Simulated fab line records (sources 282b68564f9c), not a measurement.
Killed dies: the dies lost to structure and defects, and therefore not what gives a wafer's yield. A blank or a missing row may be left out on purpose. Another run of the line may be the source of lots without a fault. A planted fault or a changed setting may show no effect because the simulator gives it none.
fab line records	flow rit-cmos
record: lots: 6	wafers: 18	last-day: 7
route steps=202 shown NSD@138 PSD@142 M1@202
lots that met no fault: taken from a fault-free run of the same line
start-h: hours from the record's first day to the start of the lot's first wafer shown	wait-h: time in hours since the lot's previous step	" same as the row above	L1.1+2: several wafers, shown together as one row	- value missing, or start not given	* or withheld: withheld	< > ~ a bound
route shown NAME@n: a module of which the file shows steps, and the number in the route of the first	usual: the fault-free wafers' mean and standard deviation	same: alike in all rows	chamber/n: place in a boat	sites: each site's reading	_std_site: the standard deviation of these	_edge_site: mean of outer sites minus mean of inner sites	radius-mm: for every site, how far away it sits from the centre of the wafer	mask NAME#n: copy n	behind: the last tool/chamber to shape the wafer	hold: why the lot went on hold/how many hours it stayed there/how the hold came to an end	device: the n, p or np transistor that did not switch	end of line: tests of these same wafers at the route's end	a step without rows: its recipe alone	killed: dies that structure and defects cost at the first sort, which is not the same as the wafer's yield	map: a wafer's dies, x killed, . not, _ none there
set.NAME: the setting that was run; set.NAME@STEP: the one run at that earlier step	model.NAME: the simulator's own value behind a step, which no gauge read
a table for each step, a row for each wafer; lots at some steps of the route
services: when a tool's chamber went out of use (start-h, in hours from the record's first day, below 0 if earlier), for how many hours, and the reason
== steps ==
step: RIT_NSD_HARDBAKE_07
recipe: resist: NOVOLAK	temp-c: 140	time-s: 60
step: RIT_NSD_IMPLANT_08
recipe: species: P	energy-kev: 25	dose-cm2: 9.866e+14	tilt-deg: 7
step: RIT_NSD_STRIP_09
recipe: chemistry: O2	time-s: 180	resist: NOVOLAK	platen-temp-c: withheld	power-w: 500	pressure-mtorr: 4000	o2-flow-sccm: 4000
usual: drypump-motor-current-A: 5.5/0.47
lot.wafer	tool	chamber	start-h	wait-h	drypump-motor-current-A	rf-hours-counter-h
L778.2	plasma-asher-03	0	49.34	0.1	5.9	27
L778.3	"	0	"	"	5.9	-
L778.4	"	1	"	"	6.2	-
L783.4	plasma-asher-03	0	74.56	0.1	5.9	-
L783.5	"	1	"	"	6.2	-
L783.6	"	0	"	"	5.9	-
L790.2	plasma-asher-01	0	111.97	0.1	5.1	47
L790.4	"	1	"	"	5.3	-
L790.5	"	0	"	"	5.1	-
L792.1	plasma-asher-02	1	120.72	0.1	4.9	47
L792.4	"	0	"	"	5.9	-
L792.5	"	1	"	"	4.9	-
L797.3	plasma-asher-02	1	146.06	0.1	4.9	-
L797.5	"	0	"	"	5.9	-
L797.6	"	1	"	"	4.9	-
L800.2	plasma-asher-03	1	162.59	0.1	6.2	38
L800.4	"	1	"	"	6.2	-
L800.5	"	1	"	"	6.2	-
step: RIT_NSD_TW_MEAS_10
usual: NSD_TW: 3141/39
lot.wafer	tool	chamber	start-h	wait-h	NSD_TW
L778.2	film-metro-01	-	49.52	0.1	3115
L778.3	"	-	"	"	3115
L778.4	"	-	"	"	3125
L783.4	film-metro-01	-	74.71	0.1	3147
L783.5	"	-	"	"	3144
L783.6	"	-	"	"	3146
L790.2	film-metro-04	-	112.16	0.1	3187
L790.4	"	-	"	"	3191
L790.5	"	-	"	"	3195
L792.1	film-metro-01	-	120.89	0.1	3139
L792.4	"	-	"	"	3145
L792.5	"	-	"	"	3132
L797.3	film-metro-01	-	146.19	0.1	3133
L797.5	"	-	"	"	3147
L797.6	"	-	"	"	3137
L800.2	film-metro-02	-	162.78	0.1	3099
L800.4	"	-	"	"	3086
L800.5	"	-	"	"	3103
step: RIT_PSD_HMDS_00
recipe: prime-time-s: 60	prime-temp-c: 140
step: RIT_PSD_COAT_01
recipe: resist: NOVOLAK	spin-rpm: 3250	resist-thk-nm: 1000
step: RIT_PSD_SOFTBAKE_02
recipe: resist: NOVOLAK	temp-c: 90	time-s: 60
step: RIT_PSD_EXPOSE_03
recipe: mask-id: M10	na: 0.57	target-cd-nm: 40900	dose-mj: 250
step: RIT_PSD_PEB_04
recipe: resist: NOVOLAK	temp-c: withheld	time-s: withheld
step: RIT_PSD_DEVELOP_05
recipe: resist: NOVOLAK	develop-time-s: 50	dev-temp-c: 23
step: RIT_PSD_OVL_MEAS_06
usual: PSD_OVL: -1.8/1.3
lot.wafer	tool	chamber	start-h	wait-h	PSD_OVL[nm]
L778.2	overlay-01	-	50.55	-	-1.2
L778.3	"	-	"	"	-1.6
L778.4	"	-	"	"	-2.4
L783.4	overlay-02	-	75.61	-	0.8
L783.5	"	-	"	"	-2.6
L783.6	"	-	"	"	-0.9
L790.2	overlay-02	-	113.06	-	-0.8
L790.4	"	-	"	"	-1.9
L790.5	"	-	"	"	-1.5
L792.1	overlay-02	-	121.93	-	-1.2
L792.4	"	-	"	"	-0.5
L792.5	"	-	"	"	-3.3
L797.3	overlay-01	-	147.24	-	-0.5
L797.5	"	-	"	"	0.3
L797.6	"	-	"	"	0.8
L800.2	overlay-01	-	163.68	-	-4.1
L800.4	"	-	"	"	-2.3
L800.5	"	-	"	"	-1.7
step: RIT_PSD_HARDBAKE_07
recipe: resist: NOVOLAK	temp-c: 140	time-s: 60
step: RIT_PSD_IMPLANT_08
recipe: species: BF2	energy-kev: 27	dose-cm2: 4.885e+15	tilt-deg: 7
usual: tilt-deg: 7.003/0.02
lot.wafer	tool	chamber	start-h	wait-h	tilt-deg
L778.2	implanter-04	0	50.77	0.1	7.048
L778.3	"	0	"	"	7.026
L778.4	"	0	"	"	7.011
L783.4	implanter-02	0	75.85	0.1	7.020
L783.5	"	0	"	"	7.031
L783.6	"	0	"	"	7.027
L790.2	implanter-02	0	113.27	0.1	6.510
L790.4	"	0	"	"	6.549
L790.5	"	0	"	"	6.518
L792.1	implanter-02	0	122.12	0.1	6.568
L792.4	"	0	"	"	6.522
L792.5	"	0	"	"	6.557
L797.3	implanter-04	0	147.46	0.1	6.987
L797.5	"	0	"	"	7.009
L797.6	"	0	"	"	7.015
L800.2	implanter-04	0	163.89	0.1	6.962
L800.4	"	0	"	"	6.953
L800.5	"	0	"	"	6.988
step: RIT_PSD_STRIP_09
recipe: chemistry: O2	time-s: 180	resist: NOVOLAK	platen-temp-c: withheld	power-w: 500	pressure-mtorr: 4000	o2-flow-sccm: 4000
usual: drypump-motor-current-A: 5.4/0.45
lot.wafer	tool	chamber	start-h	wait-h	drypump-motor-current-A	rf-hours-counter-h
L778.2	plasma-asher-01	1	50.90	0.1	5.3	40
L778.3	"	0	"	"	5.1	-
L778.4	"	1	"	"	5.3	-
L783.4	plasma-asher-04	0	75.98	0.1	4.8	-
L783.5	"	1	"	"	5.4	-
L783.6	"	0	"	"	4.8	-
L790.2	plasma-asher-01	1	113.39	0.1	5.3	47
L790.4	"	0	"	"	5.1	-
L790.5	"	0	"	"	5.1	-
L792.1	plasma-asher-04	1	122.27	0.1	5.4	0
L792.4	"	1	"	"	5.4	-
L792.5	"	0	"	"	4.8	-
L797.3	plasma-asher-04	1	147.62	0.1	5.4	-
L797.5	"	1	"	"	5.4	-
L797.6	"	0	"	"	4.8	-
L800.2	plasma-asher-03	1	164.01	0.1	6.2	39
L800.4	"	0	"	"	5.9	-
L800.5	"	0	"	"	5.9	-
step: RIT_M1_PROBE_99
usual: killed-at-front-end: 7/3.2	killed-dies: 7/3.2	killed-on-rim: 1.9/1.4	killed-open: 3.6/1.9	killed-short: 3.6/2
same: gross-dies: 264	killed_at_M0_to_M3: 0	killed_at_M4_up: 0	killed-at-back-side: 0	killed-at-contacts: 0	killed-at-other: 0
lot.wafer	tool	chamber	start-h	wait-h	killed-at-front-end	killed-dies	killed-on-rim	killed-open	killed-short
L778.2	prober-02	-	59.04	0.1	14	14	3	9	5
L778.3	prober-02	-	59.09	0.2	8	8	1	5	3
L778.4	prober-02	-	59.14	0.2	11	11	5	7	4
L783.4	prober-01	-	84.23	0.2	4	4	1	2	2
L783.5	prober-01	-	84.28	0.2	6	6	1	3	3
L783.6	prober-01	-	84.33	0.2	1	1	1	1	0
L790.2	prober-02	-	121.43	0.1	11	11	3	5	5
L790.4	prober-02	-	121.53	0.2	13	13	4	5	6
L790.5	prober-02	-	121.58	0.2	8	8	1	2	6
L792.1	prober-02	-	130.65	0.1	9	9	3	4	5
L792.4	prober-02	-	130.80	0.2	6	6	1	5	1
L792.5	prober-02	-	130.85	0.2	9	9	2	5	4
L797.3	prober-01	-	155.56	0.2	15	15	6	6	9
L797.5	prober-01	-	155.66	0.2	15	15	8	10	4
L797.6	prober-01	-	155.71	0.2	15	15	3	4	8
L800.2	prober-02	-	172.13	0.1	7	7	3	2	5
L800.4	prober-02	-	172.23	0.2	5	5	0	3	2
L800.5	prober-02	-	172.28	0.2	8	8	3	3	5
killed by level:class
L778.2 GATE:geometric-particle:short=4 FOX2:geometric-particle:open=2 GATE:geometric-particle:open=2 REOX:geometric-particle:open=2 FOX1:geometric-particle:short=1 FOX1:geometric-particle:open=1 SPACER:geometric-particle:open=1 SILICIDE:geometric-particle:open=1
L778.3 FOX1:geometric-particle:open=2 FOX2:geometric-particle:open=1 GATE:geometric-particle:short=1 REOX:geometric-particle:short=1 SPACER:geometric-particle:open=1 SILICIDE:geometric-particle:short=1 SILICIDE:geometric-particle:open=1
L778.4 SPACER:geometric-particle:open=3 FOX2:geometric-particle:open=2 GATE:geometric-particle:short=2 FOX1:geometric-particle:short=1 FOX2:geometric-particle:short=1 GATE:geometric-particle:open=1 SILICIDE:geometric-particle:open=1
L783.4 FOX1:geometric-particle:open=1 GATE:geometric-particle:open=1 GATE:geometric-particle:short=1 SPACER:geometric-particle:short=1
L783.5 GATE:geometric-particle:open=3 GATE:geometric-particle:short=2 REOX:geometric-particle:short=1
L783.6 GATE:geometric-particle:open=1
L790.2 GATE:geometric-particle:short=2 REOX:geometric-particle:short=2 REOX:geometric-particle:open=2 SILICIDE:geometric-particle:open=2 FOX1:geometric-particle:short=1 GATE:geometric-particle:open=1 PRETRO:coat-microbubble-printed=1
L790.4 FOX1:geometric-particle:open=4 FOX1:geometric-particle:short=2 SPACER:geometric-particle:short=2 PRETRO:coat-microbubble-printed=2 GATE:geometric-particle:short=1 REOX:geometric-particle:open=1 REOX:geometric-particle:short=1
L790.5 GATE:geometric-particle:short=3 ACTIVE:geometric-particle:short=1 FOX1:geometric-particle:short=1 GATE:geometric-particle:open=1 REOX:geometric-particle:open=1 SPACER:geometric-particle:short=1
L792.1 GATE:geometric-particle:short=2 ACTIVE:geometric-particle:open=1 FOX2:geometric-particle:open=1 FOX2:geometric-particle:short=1 GATE:geometric-particle:open=1 SPACER:geometric-particle:short=1 SPACER:geometric-particle:open=1 SILICIDE:geometric-particle:short=1
L792.4 REOX:geometric-particle:open=3 GATE:geometric-particle:open=2 SPACER:geometric-particle:short=1
L792.5 FOX1:geometric-particle:short=2 FOX1:geometric-particle:open=2 SILICIDE:geometric-particle:short=2 FOX2:geometric-particle:open=1 SPACER:geometric-particle:open=1 SILICIDE:geometric-particle:open=1
L797.3 GATE:geometric-particle:short=5 FOX2:geometric-particle:short=3 GATE:geometric-particle:open=3 FOX1:geometric-particle:open=1 FOX1:geometric-particle:short=1 FOX2:geometric-particle:open=1 SILICIDE:geometric-particle:open=1
L797.5 FOX2:geometric-particle:open=4 GATE:geometric-particle:open=4 FOX2:geometric-particle:short=2 GATE:geometric-particle:short=2 SPACER:geometric-particle:open=2 PLDD:coat-microbubble-printed=1
L797.6 GATE:geometric-particle:short=3 SILICIDE:geometric-particle:short=3 PLDD:coat-microbubble-printed=3 SPACER:geometric-particle:open=2 FOX1:geometric-particle:open=1 FOX2:geometric-particle:short=1 GATE:geometric-particle:open=1 SPACER:geometric-particle:short=1
L800.2 REOX:geometric-particle:short=2 REOX:geometric-particle:open=2 SILICIDE:geometric-particle:short=2 FOX2:geometric-particle:short=1
L800.4 FOX1:geometric-particle:open=1 GATE:geometric-particle:short=1 REOX:geometric-particle:short=1 REOX:geometric-particle:open=1 SILICIDE:geometric-particle:open=1
L800.5 SILICIDE:geometric-particle:short=2 FOX1:geometric-particle:open=1 FOX2:geometric-particle:short=1 GATE:geometric-particle:short=1 GATE:geometric-particle:open=1 SPACER:geometric-particle:open=1 SPACER:geometric-particle:short=1
== services ==
tool	chamber	start-h	hours	kind
plasma-asher-01	-	71.10	1.1	repair
plasma-asher-04	-	93.70	0.7	repair
plasma-asher-04	-	108.75	9.0	pm
plasma-asher-04	0	108.75	9.0	vent-cycle
plasma-asher-04	1	108.75	9.0	vent-cycle
implanter-04	-	113.77	1.9	repair
plasma-asher-04	-	117.75	2.8	pm
plasma-asher-04	0	117.75	-	clean
plasma-asher-04	1	117.75	-	clean
== key ==
first-sign: step: RIT_PSD_IMPLANT_08	reading: tilt-deg	direction: down	sigmas: 23	usual: 7.003	struck: 6.537
effect none on later readings
met-at RIT_PSD_IMPLANT_08
struck-wafers L790.2,L790.4,L790.5,L792.1,L792.4,L792.5
tester-left-out L790,L792
onset-between 75.85 113.27
fault: kind: process-parameter-drift	tool: implanter-02	chamber: -	onset-h: 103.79	steps: RIT_PSD_IMPLANT_08	channel: tilt-deg	offset: -0.46606	shape: step	end-h: 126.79	acts-in: these-recipes-only	stated: 7
tester-left-out: of these lots the tester's yield and bins aren't shown, on N5 and GAA mostly nor the transistor test; their killed dies are dies lost to structure and defects alone, not to doping, threshold or leakage, so they don't give the yield
